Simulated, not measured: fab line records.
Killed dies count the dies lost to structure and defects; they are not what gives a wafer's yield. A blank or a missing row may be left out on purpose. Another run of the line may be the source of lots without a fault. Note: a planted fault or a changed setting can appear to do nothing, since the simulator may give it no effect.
What tool caused it? -- flow ritCmos -- 13 lots, 39 wafers sampled, at 5 steps of a route of 202

## WHAT THE GAUGES SHOWED, per wafer
RIT_WELLDRIVE_RS_MEAS_02: measures by four-point-probe. Usual: PWELL_RS typically reads 429.4 ohm/sq, with standard deviation 1.3.
lot,measured,on,PWELL_RS (ohm/sq),flag
L748,day 2 07:37,filmMetro-03,430.2 430.2 430.6,
L749,day 2 11:41,filmMetro-04,430.1 430.5 430.6,
L751,day 2 20:32,filmMetro-03,428.7 430.3 428.0,
L752,day 3 03:03,filmMetro-04,431.1 430.1 430.7,
L755,day 3 23:35,filmMetro-03,428.5 427.1 427.7,
L759,day 4 23:35,filmMetro-04,429.3 429.4 429.5,
L758,day 4 23:38,filmMetro-03,429.6 428.0 429.4,
L761,day 5 12:41,filmMetro-03,429.9 428.6 428.2,
L763,day 5 19:19,filmMetro-03,429.1 430.6 429.7,
L764,day 6 00:50,filmMetro-02,426.0 426.9 428.5,
L768,day 6 14:22,filmMetro-02,430.2 431.9 430.5,
L770,day 7 03:58,filmMetro-03,429.7 430.3 431.4,
L771,day 7 05:23,filmMetro-03,429.6 429.3 429.2,

RIT_NRETRO_OVL_MEAS_06. Usual: NRETRO_OVL typically reads 0.7 nm, with standard deviation 1.4.
lot,measured,on,NRETRO_OVL (nm),flag
L748,day 2 08:37,overlay-02,0.6 -0.3 1.2,
L749,day 2 12:58,overlay-02,0.5 1.8 -0.9,
L751,day 2 21:38,overlay-02,-0.1 -1.6 -1.2,
L752,day 3 04:08,overlay-02,1.2 0.6 1.7,
L755,day 4 00:46,overlay-01,-2.4 -1.2 -1.0,
L759,day 5 00:43,overlay-02,-1.8 -2.5 -3.2,
L758,day 5 01:04,overlay-01,2.6 1.7 0.7,
L761,day 5 14:02,overlay-02,4.9 2.6 2.4,
L763,day 5 20:18,overlay-01,2.0 0.0 1.6,
L764,day 6 01:59,overlay-01,0.1 0.4 1.7,
L768,day 6 15:53,overlay-02,1.0 2.5 1.1,
L770,day 7 05:06,overlay-01,-0.5 -0.4 -0.5,
L771,day 7 06:30,overlay-01,0.6 2.0 0.9,

RIT_GATE_THK_MEAS_09. Usual: GATE_POLY_THK typically reads 256.3 nm, with standard deviation 2.4.
lot,measured,on,GATE_POLY_THK (nm),flag
L748,day 2 14:59,filmMetro-03,254.1 254.6 255.7,
L749,day 2 22:16,filmMetro-03,252.3 252.5 253.7,
L751,day 3 07:19,filmMetro-03,261.6 261.5 261.2,
L752,day 3 18:06,filmMetro-02,254.1 255.1 257.2,
L755,day 4 17:02,filmMetro-01,256.8 254.7 254.1,
L759,day 5 15:46,filmMetro-03,260.2 257.8 258.7,
L758,day 5 15:47,filmMetro-01,261.0 259.6 258.6,
L761,day 6 03:44,filmMetro-01,256.5 258.0 256.6,
L763,day 6 07:40,filmMetro-02,257.6 259.3 257.5,
L764,day 6 11:11,filmMetro-03,254.2 256.3 254.5,
L768,day 7 02:38,filmMetro-01,254.8 252.6 253.8,
L770,day 7 14:24,filmMetro-02,255.4 256.4 257.3,
L771,day 7 14:23,filmMetro-03,254.2 256.3 253.3,

RIT_GATE_CD_MEAS_16: target cd 150 nm. Usual: cdNm at 149.9 nm, with a standard deviation of 2.2.
lot,measured,on,cdNm (nm),flag
L748,day 2 16:01,cdSem-01,152.7 152.6 150.2,
L749,day 2 23:13,cdSem-02,151.0 151.5 150.5,
L751,day 3 08:14,cdSem-02,149.5 151.0 150.0,
L752,day 3 19:10,cdSem-02,151.6 152.1 151.8,
L755,day 4 18:14,cdSem-02,145.7 145.0 144.5,
L759,day 5 17:06,cdSem-02,150.9 151.3 148.2,
L758,day 5 17:00,cdSem-01,151.2 152.5 151.2,
L761,day 6 05:10,cdSem-01,128.2 129.0 124.3,OFF
L763,day 6 08:35,cdSem-02,152.0 149.3 150.5,
L764,day 6 12:30,cdSem-01,150.9 148.8 149.1,
L768,day 7 03:41,cdSem-02,150.8 151.4 151.8,
L770,day 7 15:40,cdSem-02,151.2 148.2 149.0,
L771,day 7 15:47,cdSem-01,147.6 148.3 145.7,

## WHAT TOOL EACH LOT RAN ON (gives the tool, then ch and the chambers of the sampled wafers, and finally the start)
lot,RIT_GATE_EXPOSE_13
L748,"ilineStepper-02 ch 0, day 2 15:37"
L749,"ilineStepper-02 ch 0, day 2 22:49"
L751,"ilineStepper-02 ch 0, day 3 07:50"
L752,"ilineStepper-01 ch 0, day 3 18:46"
L755,"ilineStepper-01 ch 0, day 4 17:44"
L759,"ilineStepper-01 ch 0, day 5 16:40"
L758,"ilineStepper-01 ch 0, day 5 16:35"
L761,"ilineStepper-01 ch 0, day 6 04:46"
L763,"ilineStepper-01 ch 0, day 6 08:11"
L764,"ilineStepper-02 ch 0, day 6 11:56"
L768,"ilineStepper-01 ch 0, day 7 03:17"
L770,"ilineStepper-02 ch 0, day 7 15:00"
L771,"ilineStepper-01 ch 0, day 7 15:21"
- RIT_GATE_EXPOSE_13: exposes mask M6, target cd 150 nm.

## AS READ BY THE TOOLS THEMSELVES (means over the sampled wafers that have a number; for cases with no such wafer, the mark the record gives instead)
The record holds no such reading with a usual standard deviation.

## THE ANSWER, worked out from the rows above alone
Rule: a lot counts as off when the mean over its wafers that have a number is more than 3 standard deviations away from the usual mean. A lot without any number at a reading at which 4 lots or more have one is off too. The other lots that the step has rows for count as sound. The gauges are gone through in route order, then the tools' own readings, and for those a lot's mean is taken as printed above. At the first step where some lot is off, the reading lying furthest off is the one used; lots without a number count as furthest.
Off: L761, at RIT_GATE_CD_MEAS_16 (cdNm).
If a tool, at a process step before that reading, ran all the lots that are off and no sound lot after the first of them, it fits. The gauges at RIT_GATE_CD_MEAS_16 are tried like those tools. None of those tried fits.

## WHAT THE SIMULATOR HAD PUT IN
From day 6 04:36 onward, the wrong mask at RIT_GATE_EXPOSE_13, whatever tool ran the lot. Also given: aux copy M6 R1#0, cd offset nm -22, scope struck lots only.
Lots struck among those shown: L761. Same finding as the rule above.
